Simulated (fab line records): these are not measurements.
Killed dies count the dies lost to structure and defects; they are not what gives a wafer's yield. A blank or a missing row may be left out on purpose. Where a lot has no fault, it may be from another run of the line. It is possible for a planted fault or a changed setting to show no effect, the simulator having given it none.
Problem report in the 8D (eight disciplines) form, filled by code / flow rit_cmos / the parts of the form that need people (team, actions taken, sign-off) are left out

== 1. THE PROBLEM ==
Mean PLDD_RS at RIT_SDANNEAL_RS_MEAS_06: 168.8 ohm/sq over 6 wafers in 2 lots; fault-free wafers: 178.5 ohm/sq, standard deviation 0.44. Measured from the usual mean, that is -22 standard deviations.
The step: measures by four-point-probe.
The first sign was on wafer L246.1 at day 7 07:15, on film_metro-02. At this step, 42 wafers from 14 lots have a number in the record. The rule behind "out" and "out of limits": a value lying over 4 standard deviations away from the usual mean. The other wafers with a number count as sound.

== 2. WHAT IT IS, WHAT IT ISN'T ==
question=which readings at this step | is=PLDD_RS | is not=-
question=which lots | is=L246, L248 | is not=L228, L229, L230, L231, L232, L233, L236, L237, L238, L239, L242, L249
question=which wafers of those lots | is=all that have a number | is not=-
question=read on which gauges | is=film_metro-02, film_metro-03 | is not=film_metro-01
question=when | is=from day 7 07:15 | is not=up to then (33 sound wafers); but 3 sound wafers of L249 came after

== 3. WHAT RULES OUT EACH SUSPECT ==
Counting: any tool at a process step up to the reading is kept as a suspect provided that every lot that is out went through it and no sound lot did after the first of them.
- the gauge at RIT_SDANNEAL_RS_MEAS_06 has been ruled out. Those wafers that are out were read across 2 gauges (film_metro-02, film_metro-03).
- implanter-02 at RIT_PLDD_IMPLANT_08: kept. It processed each lot that is out, first L246 at day 6 22:55, and no sound lot thereafter; up to then, the last sound lot it processed was L237 at day 5 22:40. On those wafers its own readings are out: dose_ions_cm2, faraday_current_uA.
After counting, what remains is implanter-02 at RIT_PLDD_IMPLANT_08.

== 4. THE CAUSE (what the simulator had put in) ==
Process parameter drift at RIT_PLDD_IMPLANT_08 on implanter-02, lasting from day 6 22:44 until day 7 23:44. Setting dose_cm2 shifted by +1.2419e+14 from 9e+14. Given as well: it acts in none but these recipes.
Counting left only this tool.

== 5. THE EFFECT CHAIN, in route order ==
Rows list readings where the struck wafers' mean (over those with a number) sits beyond 3 standard deviations from the usual. Readings are gone through only where the record gives a usual standard deviation; hours: the median, over the lots, of the time from a lot's start at the first step in this table giving one to that lot's start at this step; sigmas: the change measured in usual standard deviations.
hours=0; step=RIT_PLDD_IMPLANT_08; reading=dose_ions_cm2; usual=9.001e+14; on struck wafers=1.024e+15; change=+1.242e+14; sigmas=+99 or more
hours=0; step=RIT_PLDD_IMPLANT_08; reading=faraday_current_uA; usual=2828; on struck wafers=3234; change=+406; sigmas=+7.1
hours=7; step=RIT_SDANNEAL_RS_MEAS_06; reading=PLDD_RS; usual=178.5 ohm/sq; on struck wafers=168.8; change=-9.8; sigmas=-22
Here are the process steps it includes:
- RIT_PLDD_IMPLANT_08

== 6. HOW IT WOULD HAVE BEEN CAUGHT EARLIER ==
Counted from the fault's start at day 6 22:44, it took 9 hours until the first out-of-limits reading at a measuring or inspecting step in this record, taken at day 7 07:15.
At RIT_PLDD_IMPLANT_08, the tool's own readings (dose_ions_cm2, faraday_current_uA) were out on each struck wafer the step has a row for, so an alarm limit on them would have fired on the first such wafer.
Lots out: 2; all had begun RIT_PLDD_IMPLANT_08 on implanter-02 by day 7 07:15. A hold on the tool at that time would have spared none of them.
